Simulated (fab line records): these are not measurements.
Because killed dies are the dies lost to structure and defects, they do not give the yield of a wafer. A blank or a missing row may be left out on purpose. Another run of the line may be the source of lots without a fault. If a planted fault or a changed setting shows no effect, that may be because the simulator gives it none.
A lot that was struck, set against a sound lot | flow ritCmos | 17 steps out of a route of 202
Sound: wafers L625.1, L625.3, L625.5. Wafers struck: L642.1, L642.3, L642.5. Last of all comes the cause.
At each step with rows: each side's tool, then ch and its chambers, then its first start. Under that, the readings that differ: sound wafers | struck wafers | difference of the means | sigmas: that difference in standard deviations of wafers without a fault.
alike: readings whose means differ by less than 2 such deviations, and words and numbers that are the same on both sides. not compared: withheld readings, readings that some wafer has no value for, bounds like >300 that may hide the same value, and numbers for which the record gives no deviation and whose values overlap.
Wherever a step has rows on one side only, a row that says differs or no value, or a row with sigmas, the two part there. When numbers do not overlap yet have no deviation, they are printed without sigmas and do not part them. Lack of a reading on every wafer of one side parts them only where that side has two or more wafers.

first, 2 steps without rows for these wafers: RIT_NRETRO_HARDBAKE_07 (time 120 s); RIT_NRETRO_IMPLANT_08.
RIT_NRETRO_STRIP_09: strips in O2, time 180 s.
  sound on plasmaAsher-01 ch 1, day 3 05:29; struck on plasmaAsher-02 ch 1, day 6 14:08
  alike: drypumpMotorCurrentA, o2FlowSccm
  not compared: rfHoursCounterH
RIT_NRETRO_TW_MEAS_10:
  struck on filmMetro-02, day 6 14:18; sound on filmMetro-03, day 3 05:40
  alike: NRETRO_TW
then, 6 steps without rows for these wafers: RIT_PRETRO_HMDS_00 (prime time 60 s); RIT_PRETRO_COAT_01 (resist thk 1300 nm); RIT_PRETRO_SOFTBAKE_02 (time 60 s); RIT_PRETRO_EXPOSE_03 (exposes mask M5, target cd 43700 nm); RIT_PRETRO_PEB_04; RIT_PRETRO_DEVELOP_05 (develop time 68 s).
RIT_PRETRO_OVL_MEAS_06:
  struck on overlay-02, day 6 15:16; sound on overlay-01, day 3 06:36
  alike: PRETRO_OVL
then, 1 step without rows for these wafers: RIT_PRETRO_HARDBAKE_07 (time 120 s).
RIT_PRETRO_IMPLANT_08:
  sound on implanter-04 ch 0, day 3 06:53; struck on implanter-04 ch 0, day 6 15:34
reading          | sound                         | struck                          | difference  | sigmas
doseIonsCm2      | 1.1988e+13 1.1999e+13 1.2e+13 | 1.0569e+13 1.0556e+13 1.058e+13 | -1.4273e+12 | -99 or more
faradayCurrentUA | 38.0 38.2 39.1                | 33.5 33.8 33.8                  | -4.7        | -6
RIT_PRETRO_STRIP_09: strips in O2, time 180 s.
  sound on plasmaAsher-01 ch 0, day 3 07:02; struck on plasmaAsher-01 ch 0,1, day 6 15:43
  alike: drypumpMotorCurrentA, o2FlowSccm
  not compared: rfHoursCounterH
RIT_PRETRO_TW_MEAS_10:
  struck on filmMetro-04, day 6 15:53; sound on filmMetro-03, day 3 07:13
reading   | sound             | struck            | difference | sigmas
PRETRO_TW | 481.0 481.8 481.5 | 458.0 458.1 457.4 | -23.6      | -11
then, 1 step without rows for these wafers: RIT_GATE_WET_ETCH_00 (etches SiO2 in BOE, target depth 56 nm, time 60 s).
RIT_M1_PROBE_99:
  struck on prober-01, day 7 19:06; sound on prober-01, day 4 12:34
reading                             | sound             | struck            | difference | sigmas
killedAtContacts                    | 0 1 1             | 0 0 0             | -1         | -3
model.etest.nmos_0p3.driveUaUm      | 211.4 217.8 212.8 | 233.1 236.1 231.7 | +19.6      | 
model.etest.diodeNplusPwell.bvV (V) | 5.892 5.973 5.968 | 6.017 6.046 6.029 | +0.086     | 
model.etest.capNGate.cMinFfUm2      | 2.369 2.387 2.382 | 2.328 2.338 2.344 | -0.043     | 
model.etest.diodeNplusPwell.cjFfUm2 | 2.091 2.092 2.089 | 2.027 2.05 2.051  | -0.048     | 
  alike: killedAtFrontEnd, killedDies, killedOpen, killedShort
  not compared: model.etest.nmos_0p15.offLog10AUm, model.etest.retroEdgeNmos.offLog10AUm, model.etest.nmos_0p3.bvV, model.etest.nmos_0p15.bvV

== WHERE THEY PART ==
First at RIT_PRETRO_IMPLANT_08; last, within this record, at RIT_M1_PROBE_99.

WHY: the cause the simulator had injected
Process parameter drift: implanter-04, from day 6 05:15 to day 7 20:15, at RIT_PRETRO_IMPLANT_08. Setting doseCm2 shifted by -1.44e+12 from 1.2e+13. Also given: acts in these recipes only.
